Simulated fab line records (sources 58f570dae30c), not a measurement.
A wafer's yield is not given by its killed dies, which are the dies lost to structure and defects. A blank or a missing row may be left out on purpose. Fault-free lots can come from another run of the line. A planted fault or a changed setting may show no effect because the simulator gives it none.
Chamber matching | flow berkeleyCmos170 | 4 sister chambers for UCB170_M2_ETCH_17 on rieDiel-03
The step etches BARC in N2/H2. 4 wafers are shown with their chamber, then 9 later ones without.

WAFERS WITH THEIR CHAMBER
wafer  | chamber | throttleValvePct (%)
L087.1 | 0       | 13.25
L091.1 | 1       | 13.13
L091.2 | 2       | 13.32
L091.4 | 3       | 13.16

WAFERS MISSING THEIR CHAMBER
wafer  | throttleValvePct (%)
L093.2 | 13.26
L093.3 | 13.16
L093.4 | 13.14
L095.3 | 13.15
L095.4 | 13.32
L095.5 | 13.15
L097.2 | 13.34
L097.4 | 13.17
L097.6 | 13.26

EACH ONE'S CHAMBER
wafer  | from the rows above     | in truth
L093.2 | 0                       | 0
L093.3 | 3                       | 3
L093.4 | can't be placed: 1 or 3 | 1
L095.3 | can't be placed: 3 or 1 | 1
L095.4 | 2                       | 2
L095.5 | can't be placed: 3 or 1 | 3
L097.2 | 2                       | 2
L097.4 | 3                       | 3
L097.6 | 0                       | 0
Placed correctly: 6 of 9. From these rows, 3 cannot be placed; in 3 the true chamber is one of the candidates. Placed wrongly: 0.
How it was worked out, from the rows above alone: a wafer's distance from a chamber is the root of the sum, over the readings, of the square of ((its reading less the chamber's mean) divided by the reading's scatter). The wafer belongs to the nearest chamber; if the next one is less than 2 further off, it can't be placed. A chamber's mean is the mean of its shown wafers. The scatter: with one shown wafer a chamber, the root of the mean of the squares of how far each hidden wafer lies from its nearest shown one.
